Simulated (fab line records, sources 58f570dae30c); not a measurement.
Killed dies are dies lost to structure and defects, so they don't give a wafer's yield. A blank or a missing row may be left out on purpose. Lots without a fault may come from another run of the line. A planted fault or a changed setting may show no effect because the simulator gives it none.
Which tool did it? | flow berkeley_cmos170 | 15 lots, 45 wafers sampled, at 4 steps of a route of 331

WHAT THE GAUGES READ, wafer by wafer
UCB170_GATE_CD_MEAS_90: target cd 350 nm. Usual: cd_nm 349.6 nm, standard deviation 1.8.
lot  | measured     | on        | cd_nm (nm)        | flag
L187 | day 7 09:14  | cd_sem-01 | 353.1 351.9 354.6 |
L188 | day 7 19:49  | cd_sem-02 | 350.3 348.7 350.8 |
L189 | day 7 20:00  | cd_sem-01 | 347.9 348.1 348.7 |
L192 | day 8 09:22  | cd_sem-02 | 348.3 349.8 349.9 |
L193 | day 8 09:07  | cd_sem-02 | 349.6 349.9 348.7 |
L195 | day 9 07:08  | cd_sem-01 | 347.4 348.9 347.8 |
L196 | day 9 06:51  | cd_sem-02 | 351.3 351.8 351.7 |
L198 | day 9 07:22  | cd_sem-01 | 350.1 348.4 351.4 |
L199 | day 9 07:04  | cd_sem-02 | 349.4 350.4 351.4 |
L200 | day 9 07:11  | cd_sem-02 | 347.8 348.5 347.5 |
L201 | day 10 02:19 | cd_sem-01 | 349.6 347.2 347.0 |
L203 | day 10 02:35 | cd_sem-01 | 350.6 350.8 350.5 |
L204 | day 10 18:27 | cd_sem-02 | 351.9 350.3 349.8 |
L205 | day 10 18:14 | cd_sem-01 | 353.2 352.8 353.6 |
L209 | day 11 21:34 | cd_sem-02 | 349.5 347.1 348.1 |

UCB170_V2_THK_MEAS_01. Usual: V2_TEOS_THK 2001 nm, standard deviation 26.
lot  | measured     | on            | V2_TEOS_THK (nm)              | flag
L187 | day 8 15:28  | film_metro-02 | 1985 1956 1995                |
L188 | day 9 05:46  | film_metro-03 | 1985 2006 2005                |
L189 | day 9 09:07  | film_metro-04 | 1994 2012 2009                |
L192 | day 10 03:41 | film_metro-04 | 2035 2016 2036                |
L193 | day 10 02:48 | film_metro-04 | 1984 2003 1996                |
L195 | day 11 01:31 | film_metro-04 | 2014 1989 2027                |
L196 | day 11 00:32 | film_metro-04 | 1935 2002 2035                |
L198 | day 11 01:46 | film_metro-04 | 1981 2028 2032                |
L199 | day 11 01:03 | film_metro-03 | 1983 1969 2004                |
L200 | day 11 01:15 | film_metro-03 | 1997 1971 1992                |
L201 | day 11 15:29 | film_metro-02 | 3991 4075 4001 3991 4077 3999 | OFF
L203 | day 11 16:04 | film_metro-02 | 1976 2004 2023                |
L204 | day 12 05:29 | film_metro-03 | 3938 4015 4011 3938 4013 4010 | OFF
L205 | day 12 06:47 | film_metro-04 | 1971 2027 2035                |
L209 | day 13 15:47 | film_metro-02 | 4050 3999 4090 4052 4000 4089 | OFF

WHICH TOOL RAN EACH LOT (tool, then ch and the chambers of the sampled wafers, then the start)
lot  | UCB170_PWELL_STRIP_16               | UCB170_V2_CVD_00
L187 | plasma_asher-04 ch 1, day 3 04:38   | pecvd-01 ch 0,2, day 8 15:18
L188 | plasma_asher-02 ch 1, day 3 23:20   | pecvd-03 ch 0,2, day 9 05:36
L189 | plasma_asher-01 ch 0, day 3 23:30   | pecvd-04 ch 0,1, day 9 08:58
L192 | plasma_asher-02 ch 0,1, day 4 10:28 | pecvd-03 ch 0,1,2, day 10 03:32
L193 | plasma_asher-01 ch 0,1, day 4 23:18 | pecvd-01 ch 0,1,2, day 10 02:38
L195 | plasma_asher-04 ch 1, day 5 12:36   | pecvd-04 ch 0,1, day 11 01:20
L196 | plasma_asher-04 ch 0,1, day 5 13:07 | pecvd-01 ch 1,2, day 11 00:22
L198 | plasma_asher-01 ch 0,1, day 5 22:29 | pecvd-03 ch 0,2, day 11 01:35
L199 | plasma_asher-02 ch 0,1, day 5 22:36 | pecvd-03 ch 0,1,2, day 11 00:54
L200 | plasma_asher-02 ch 0,1, day 5 23:11 | pecvd-01 ch 0,2, day 11 01:06
L201 | plasma_asher-02 ch 0,1, day 6 08:30 | pecvd-01 ch 1,2, day 11 14:59
L203 | plasma_asher-01 ch 0,1, day 6 08:47 | pecvd-01 ch 0,1, day 11 15:54
L204 | plasma_asher-01 ch 0,1, day 7 02:04 | pecvd-01 ch 0,1, day 12 05:01
L205 | plasma_asher-02 ch 0,1, day 7 02:31 | pecvd-04 ch 0,1,2, day 12 06:37
L209 | plasma_asher-02 ch 0,1, day 8 03:14 | pecvd-03 ch 0,1,2, day 13 15:19
- UCB170_PWELL_STRIP_16: strips in O2.
- UCB170_V2_CVD_00: deposits SiO2 from TEOS/O2, target thk 2000 nm, time 250 s.

WHAT THE TOOLS THEMSELVES READ (means of the sampled wafers that have a number; where no wafer has one, the mark that the record gives instead)
UCB170_PWELL_STRIP_16. Usual: drypump_motor_current_A 5.5 A, standard deviation 0.31; o2_flow_sccm 399.9 sccm, standard deviation 1.1; oes_product_au 0.721 a.u., standard deviation 0.0049; strip_time_to_endpoint_s 18.06 s, standard deviation 0.095.
lot  | tool            | drypump_motor_current_A (A) | o2_flow_sccm (sccm) | oes_product_au (a.u.) | strip_time_to_endpoint_s (s) | flag
L187 | plasma_asher-04 | 6.0                         | 399.7               | 0.721                 | 18.05                        |
L188 | plasma_asher-02 | 5.4                         | 399.2               | 0.718                 | 18.09                        |
L189 | plasma_asher-01 | 5.0                         | 398.8               | 0.715                 | 17.95                        |
L192 | plasma_asher-02 | 5.3                         | 400.0               | 0.718                 | 18.01                        |
L193 | plasma_asher-01 | 5.5                         | 400.7               | 0.720                 | 18.05                        |
L195 | plasma_asher-04 | 6.0                         | 399.9               | 0.720                 | 17.97                        |
L196 | plasma_asher-04 | 5.5                         | 399.5               | 0.721                 | 18.17                        |
L198 | plasma_asher-01 | 5.3                         | 400.1               | 0.718                 | 18.12                        |
L199 | plasma_asher-02 | 5.4                         | 399.9               | 0.721                 | 18.13                        |
L200 | plasma_asher-02 | 5.4                         | 400.4               | 0.720                 | 17.88                        |
L201 | plasma_asher-02 | 5.4                         | 400.4               | 0.729                 | 18.22                        |
L203 | plasma_asher-01 | 5.3                         | 399.0               | 0.721                 | 18.09                        |
L204 | plasma_asher-01 | 5.3                         | 400.1               | 0.722                 | 18.11                        |
L205 | plasma_asher-02 | 5.4                         | 399.4               | 0.724                 | 17.96                        |
L209 | plasma_asher-02 | 5.4                         | 400.2               | 0.719                 | 17.98                        |

UCB170_V2_CVD_00. Usual: heater_power_w 252 W, standard deviation 52; rf_fwd_power_W 548.7 W, standard deviation 1.7.
lot  | tool     | heater_power_w (W) | rf_fwd_power_W (W) | flag
L187 | pecvd-01 | 284                | 551.1              |
L188 | pecvd-03 | 192                | 551.0              |
L189 | pecvd-04 | 262                | 548.4              |
L192 | pecvd-03 | 212                | 548.8              |
L193 | pecvd-01 | 239                | 548.5              |
L195 | pecvd-04 | 263                | 548.6              |
L196 | pecvd-01 | 233                | 547.4              |
L198 | pecvd-03 | 205                | 550.0              |
L199 | pecvd-03 | 213                | 548.2              |
L200 | pecvd-01 | 282                | 549.5              |
L201 | pecvd-01 | 282                | 549.1              |
L203 | pecvd-01 | 201                | 548.8              |
L204 | pecvd-01 | 232                | 548.0              |
L205 | pecvd-04 | 253                | 548.0              |
L209 | pecvd-03 | 204                | 548.1              |

THE ANSWER, worked out from the rows above alone
Rule: a lot is off if the mean of its wafers that have a number lies more than 3 standard deviations from the usual mean. A lot without any number at a reading at which 4 lots or more have one is off too. The other lots that the step has rows for count as sound. The gauges are gone through in route order, then the tools' own readings, and for those a lot's mean is taken as printed above. The first step at which some lot is off is used, and at that step the reading that is off furthest; a lot without a number counts as furthest.
Off: L201, L204, L209, at UCB170_V2_THK_MEAS_01 (V2_TEOS_THK).
A tool fits if, at a process step before that reading, it ran every lot that is off, and no sound lot after the first of them. The gauges at UCB170_V2_THK_MEAS_01 are tried like those tools. None of those tried fits.

WHAT THE SIMULATOR HAD PUT IN
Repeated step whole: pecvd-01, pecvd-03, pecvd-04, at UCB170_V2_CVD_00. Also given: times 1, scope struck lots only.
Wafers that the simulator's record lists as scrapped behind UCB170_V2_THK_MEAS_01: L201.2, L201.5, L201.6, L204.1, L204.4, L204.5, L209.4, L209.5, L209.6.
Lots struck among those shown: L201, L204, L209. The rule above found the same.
